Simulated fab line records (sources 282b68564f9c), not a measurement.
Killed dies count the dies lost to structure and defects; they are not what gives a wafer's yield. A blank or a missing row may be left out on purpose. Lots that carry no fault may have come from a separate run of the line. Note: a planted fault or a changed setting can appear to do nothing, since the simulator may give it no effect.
fab line records ; flow rit-cmos ; part 2 of 2: steps 32 to 45 of 45
[record] lots = 5; wafers = 15; last-day = 7
route steps=202 shown NSD@134 PSD@142 SDANNEAL@153 PLDD@159 NLDD@160 SILICIDE@161 CONTACT@168
lots that met no fault: taken from a fault-free run of the same line
start-h: the number of hours between the record's first day and the start of the first shown wafer of the lot ; wait-h: hours elapsed since this lot's preceding step ; " repeats the value in the row above ; L1.1+2: a row that stands for several wafers ; - value missing, or start not given ; * or withheld: withheld ; < > ~ a bound
route shown NAME@n: NAME is a module with steps in the file, n the number in the route of the first one ; usual: mean and standard deviation over wafers with no fault ; same: alike in all rows ; chamber/n: place in a boat ; sites: readings site by site ; _std_site: standard deviation across them ; _edge_site: outer sites' mean less inner sites' ; radius-mm: how far each site lies from the wafer's centre ; mask NAME#n: copy n ; behind: the most recent tool/chamber to have shaped the wafer ; hold: why the lot went on hold/how many hours it stayed there/how the hold came to an end ; device: the transistor (n, p or np) that didn't switch ; end of line: at the end of the route, the tests of the same wafers ; step lacking rows: just its recipe ; killed: dies that structure and defects cost at the first sort, which is not the same as the wafer's yield ; map: a wafer's dies, marking killed ones x, the rest . and places with no die _
set.NAME: the run value of the setting; set.NAME@STEP: its run value at that earlier step ; model.NAME: the simulator's own value behind a step, which no gauge read
lots at selected steps of the route; one table per step, one row per wafer
services: from which hour (start-h, from the record's first day; less than 0 if before it) a tool's chamber was out of use, for how many hours, and why
[[steps]]
[step RIT_SILICIDE_RTA_04]
[recipe] temp-c = 650; time-s = 10; idle-temp-c = 25; ramp-up-s = 5; ramp-down-s = 5; cool-to-c = 25; ambient = N2
[usual] wafer_temp_C_max = 654.3/0.87
lot.wafer;tool;chamber;start-h;wait-h;wafer_temp_C_max
L080.2;rtp-anneal-02;0;87.96;0.1;655.0
L080.4;rtp-anneal-02;0;87.96;0.1;652.4
L080.5;rtp-anneal-02;0;87.96;0.1;654.6
L090.1;rtp-anneal-02;0;132.19;0.1;655.0
L090.3;rtp-anneal-02;0;132.19;0.1;654.0
L090.6;rtp-anneal-02;0;132.19;0.1;653.4
L091.1;rtp-anneal-01;0;141.11;0.1;653.0
L091.2;rtp-anneal-01;0;141.11;0.1;654.0
L091.4;rtp-anneal-01;0;141.11;0.1;653.9
L095.2;rtp-anneal-01;0;161.85;0.1;653.7
L095.4;rtp-anneal-01;0;161.85;0.1;654.1
L095.5;rtp-anneal-01;0;161.85;0.1;655.6
L096.1;rtp-anneal-02;0;166.12;0.1;653.1
L096.2;rtp-anneal-02;0;166.12;0.1;653.9
L096.4;rtp-anneal-02;0;166.12;0.1;655.8
[step RIT_SILICIDE_WET_ETCH_05]
[recipe] chemistry = SPM; target = Ti; temp-c = 90; time-s = 120; dry = n2-spin
[usual] bath-guard-temp-C = 89.75/0.3; temp-c = 90.03/0.12
lot.wafer;tool;chamber;start-h;wait-h;bath-guard-temp-C;temp-c
L080.2;wet-bench-01;2;88.02;0.0;89.61;90.12
L080.4;wet-bench-01;2;88.02;0.0;89.95;90.14
L080.5;wet-bench-01;2;88.02;0.0;89.73;89.97
L090.1;wet-bench-01;0;132.26;0.1;89.54;89.95
L090.3;wet-bench-01;0;132.26;0.1;89.39;90.05
L090.6;wet-bench-01;0;132.26;0.1;89.59;89.91
L091.1;wet-bench-01;0;141.17;0.1;89.80;89.89
L091.2;wet-bench-01;0;141.17;0.1;89.47;89.98
L091.4;wet-bench-01;0;141.17;0.1;89.31;89.97
L095.2;wet-bench-03;0;161.91;0.0;89.37;89.99
L095.4;wet-bench-03;0;161.91;0.0;89.66;90.07
L095.5;wet-bench-03;0;161.91;0.0;89.61;89.87
L096.1;wet-bench-03;1;166.19;0.1;89.53;90.02
L096.2;wet-bench-03;1;166.19;0.1;89.30;90.18
L096.4;wet-bench-03;1;166.19;0.1;89.72;90.12
[step RIT_SILICIDE_RTA_06]
[recipe] temp-c = 750; time-s = 10; idle-temp-c = 25; ramp-up-s = 5; ramp-down-s = 10; cool-to-c = 25; ambient = N2
[usual] wafer_temp_C_max = 754.7/0.94
lot.wafer;tool;chamber;start-h;wait-h;wafer_temp_C_max
L080.2;rtp-anneal-01;0;88.08;0.0;755.3
L080.4;rtp-anneal-01;0;88.08;0.0;756.1
L080.5;rtp-anneal-01;0;88.08;0.0;754.5
L090.1;rtp-anneal-01;0;132.30;0.0;754.7
L090.3;rtp-anneal-01;0;132.30;0.0;756.2
L090.6;rtp-anneal-01;0;132.30;0.0;755.5
L091.1;rtp-anneal-02;0;141.21;0.0;755.1
L091.2;rtp-anneal-02;0;141.21;0.0;753.7
L091.4;rtp-anneal-02;0;141.21;0.0;754.2
L095.2;rtp-anneal-02;0;161.96;0.0;754.4
L095.4;rtp-anneal-02;0;161.96;0.0;754.7
L095.5;rtp-anneal-02;0;161.96;0.0;754.1
L096.1;rtp-anneal-02;0;166.23;0.0;755.2
L096.2;rtp-anneal-02;0;166.23;0.0;755.0
L096.4;rtp-anneal-02;0;166.23;0.0;753.6
[step RIT_CONTACT_CVD_00]
[recipe] material = SiO2; target-thk-nm = 400; precursor = TEOS; temp-c = 390; time-s = 61; rf-w = 400
[usual] heater-power-w = 299/58
lot.wafer;tool;chamber;start-h;wait-h;heater-power-w
L080.2;pecvd-01;2;88.13;0.0;312
L080.4;pecvd-01;2;88.13;0.0;231
L080.5;pecvd-01;0;88.13;0.0;340
L090.1;pecvd-04;2;132.37;0.1;307
L090.3;pecvd-04;0;132.37;0.1;403
L090.6;pecvd-04;1;132.37;0.1;278
L091.1;pecvd-03;0;141.35;0.1;200
L091.2;pecvd-03;1;141.35;0.1;313
L091.4;pecvd-03;2;141.35;0.1;237
L095.2;pecvd-01;2;162.02;0.0;315
L095.4;pecvd-01;1;162.02;0.0;249
L095.5;pecvd-01;0;162.02;0.0;289
L096.1;pecvd-04;0;166.30;0.1;413
L096.2;pecvd-04;1;166.30;0.1;259
L096.4;pecvd-04;1;166.30;0.1;278
[step RIT_CONTACT_THK_MEAS_01]
[recipe] reads = SiO2_of_CONTACT_CVD_00
[usual] CONTACT_TEOS_THK = 400/4.9
lot.wafer;tool;chamber;start-h;wait-h;CONTACT_TEOS_THK[nm]
L080.2;film-metro-01;-;88.19;0.0;390
L080.4;film-metro-01;-;88.19;0.0;398
L080.5;film-metro-01;-;88.19;0.0;403
L090.1;film-metro-01;-;132.42;0.0;398
L090.3;film-metro-01;-;132.42;0.0;399
L090.6;film-metro-01;-;132.42;0.0;402
L091.1;film-metro-03;-;141.40;0.0;396
L091.2;film-metro-03;-;141.40;0.0;398
L091.4;film-metro-03;-;141.40;0.0;402
L095.2;film-metro-04;-;162.08;0.0;395
L095.4;film-metro-04;-;162.08;0.0;404
L095.5;film-metro-04;-;162.08;0.0;401
L096.1;film-metro-04;-;166.35;0.0;399
L096.2;film-metro-04;-;166.35;0.0;401
L096.4;film-metro-04;-;166.35;0.0;401
[step RIT_CONTACT_HMDS_02]
[recipe] prime-time-s = 60; prime-temp-c = 140
lot.wafer;tool;chamber;start-h;wait-h
L080.2+4+5;litho-track-03;0;88.27;0.1
L090.1+3+6;litho-track-02;0;132.58;0.2
L091.1+2+4;litho-track-03;0;141.46;0.1
L095.2+4+5;litho-track-03;0;162.18;0.1
L096.1+2+4;litho-track-01;0;166.41;0.1
[step RIT_CONTACT_COAT_03]
[recipe] resist = NOVOLAK; spin-rpm = 3250; resist-thk-nm = 1000
lot.wafer;tool;chamber;start-h;wait-h
L080.2+4+5;litho-track-03;0;88.42;0.1
L090.1+3+6;litho-track-02;0;132.73;0.1
L091.1+2+4;litho-track-03;0;141.61;0.1
L095.2+4+5;litho-track-03;0;162.33;0.1
L096.1+2+4;litho-track-01;0;166.56;0.1
[step RIT_CONTACT_SOFTBAKE_04]
[recipe] resist = NOVOLAK; temp-c = 90; time-s = 60
lot.wafer;tool;chamber;start-h;wait-h
L080.2+4+5;litho-track-03;0;88.57;0.1
L090.1+3+6;litho-track-02;0;132.88;0.1
L091.1+2+4;litho-track-03;0;141.76;0.1
L095.2+4+5;litho-track-03;0;162.48;0.1
L096.1+2+4;litho-track-01;0;166.71;0.1
[step RIT_CONTACT_EXPOSE_05]
[recipe] mask-id = M11; na = 0.6; source-shape = conventional; sigma-outer = 0.5; target-cd-nm = 1000; dose-mj = 250
lot.wafer;tool;chamber;start-h;wait-h;mask
L080.2+4+5;iline-stepper-01;0;88.71;0.1;M11#0
L090.1+3+6;iline-stepper-02;0;133.03;0.1;M11#0
L091.1+2+4;iline-stepper-01;0;142.03;0.2;M11#0
L095.2+4+5;iline-stepper-01;0;162.75;0.2;M11#0
L096.1+2+4;iline-stepper-01;0;166.86;0.1;M11#0
[step RIT_CONTACT_PEB_06]
[recipe] resist = NOVOLAK; temp-c = withheld; time-s = withheld
lot.wafer;tool;chamber;start-h;wait-h
L080.2+4+5;litho-track-02;0;88.83;0.1
L090.1+3+6;litho-track-01;0;133.23;0.2
L091.1+2+4;litho-track-03;0;142.15;0.1
L095.2+4+5;litho-track-01;0;162.87;0.1
L096.1+2+4;litho-track-01;0;166.97;0.1
[step RIT_CONTACT_DEVELOP_07]
[recipe] resist = NOVOLAK; develop-time-s = 120; dev-temp-c = 23
lot.wafer;tool;chamber;start-h;wait-h
L080.2+4+5;litho-track-02;0;-;-
L090.1+3+6;litho-track-01;0;-;-
L091.1+2+4;litho-track-03;0;-;-
L095.2+4+5;litho-track-01;0;-;-
L096.1+2+4;litho-track-01;0;-;-
[step RIT_CONTACT_CD_MEAS_08]
[recipe] target-cd-nm = 1000
[usual] cd-nm = 1000.4/2
lot.wafer;tool;chamber;start-h;wait-h;cd-nm
L080.2;cd-sem-01;-;89.23;-;1001.0
L080.4;cd-sem-01;-;89.23;-;999.5
L080.5;cd-sem-01;-;89.23;-;1000.2
L090.1;cd-sem-01;-;133.63;-;1001.5
L090.3;cd-sem-01;-;133.63;-;1002.7
L090.6;cd-sem-01;-;133.63;-;1003.7
L091.1;cd-sem-01;-;142.55;-;997.5
L091.2;cd-sem-01;-;142.55;-;996.1
L091.4;cd-sem-01;-;142.55;-;997.2
L095.2;cd-sem-02;-;163.27;-;999.6
L095.4;cd-sem-02;-;163.27;-;999.1
L095.5;cd-sem-02;-;163.27;-;997.5
L096.1;cd-sem-02;-;167.37;-;998.9
L096.2;cd-sem-02;-;167.37;-;1002.3
L096.4;cd-sem-02;-;167.37;-;1000.6
[step RIT_CONTACT_OVL_MEAS_09]
[usual] CONTACT_OVL = 0.6/1.4
lot.wafer;tool;chamber;start-h;wait-h;CONTACT_OVL[nm]
L080.2;overlay-02;-;89.33;0.1;3.0
L080.4;overlay-02;-;89.33;0.1;2.1
L080.5;overlay-02;-;89.33;0.1;3.0
L090.1;overlay-02;-;133.75;0.1;0.0
L090.3;overlay-02;-;133.75;0.1;-1.8
L090.6;overlay-02;-;133.75;0.1;1.2
L091.1;overlay-01;-;142.67;0.1;1.2
L091.2;overlay-01;-;142.67;0.1;1.5
L091.4;overlay-01;-;142.67;0.1;1.1
L095.2;overlay-02;-;163.38;0.1;-0.7
L095.4;overlay-02;-;163.38;0.1;0.5
L095.5;overlay-02;-;163.38;0.1;-0.5
L096.1;overlay-01;-;167.49;0.1;0.4
L096.2;overlay-01;-;167.49;0.1;1.0
L096.4;overlay-01;-;167.49;0.1;0.8
[step RIT_CONTACT_HARDBAKE_10]
[recipe] resist = NOVOLAK; temp-c = 140; time-s = 60
lot.wafer;tool;chamber;start-h;wait-h
L080.2+4+5;litho-track-01;0;89.39;0.1
L090.1+3+6;litho-track-03;0;133.78;0.0
L091.1+2+4;litho-track-02;0;142.71;0.0
L095.2+4+5;litho-track-03;0;163.43;0.0
L096.1+2+4;litho-track-01;0;167.70;0.2
[[services]]
tool;chamber;start-h;hours;kind
pecvd-03;-;62.97;1.3;repair
implanter-02;-;65.39;2.6;repair
implanter-02;-;69.90;3.0;pm
iline-stepper-02;-;77.11;1.7;pm
plasma-asher-04;-;84.26;1.3;repair
implanter-02;-;87.89;6.9;repair
plasma-asher-04;-;103.48;2.8;pm
iline-stepper-02;-;106.80;2.1;pm
pvd-sputter-04;-;106.93;5.1;repair
wet-bench-04;-;108.73;0.5;repair
plasma-asher-01;-;108.75;9.0;pm
iline-stepper-02;-;108.88;-;consumable-replace:lamp
implanter-04;-;111.99;1.2;repair
implanter-02;-;116.86;3.8;pm
implanter-03;-;118.92;0.6;repair
iline-stepper-01;-;125.10;6.2;repair
implanter-04;-;134.68;5.6;repair
pvd-sputter-04;-;143.46;11.7;repair
pvd-sputter-03;-;144.63;0.6;repair
plasma-asher-03;-;147.35;23.8;pm
wet-bench-04;-;147.53;5.1;repair
iline-stepper-01;-;150.53;9.9;repair
implanter-03;-;156.60;2.6;repair
plasma-asher-04;-;158.75;0.6;repair
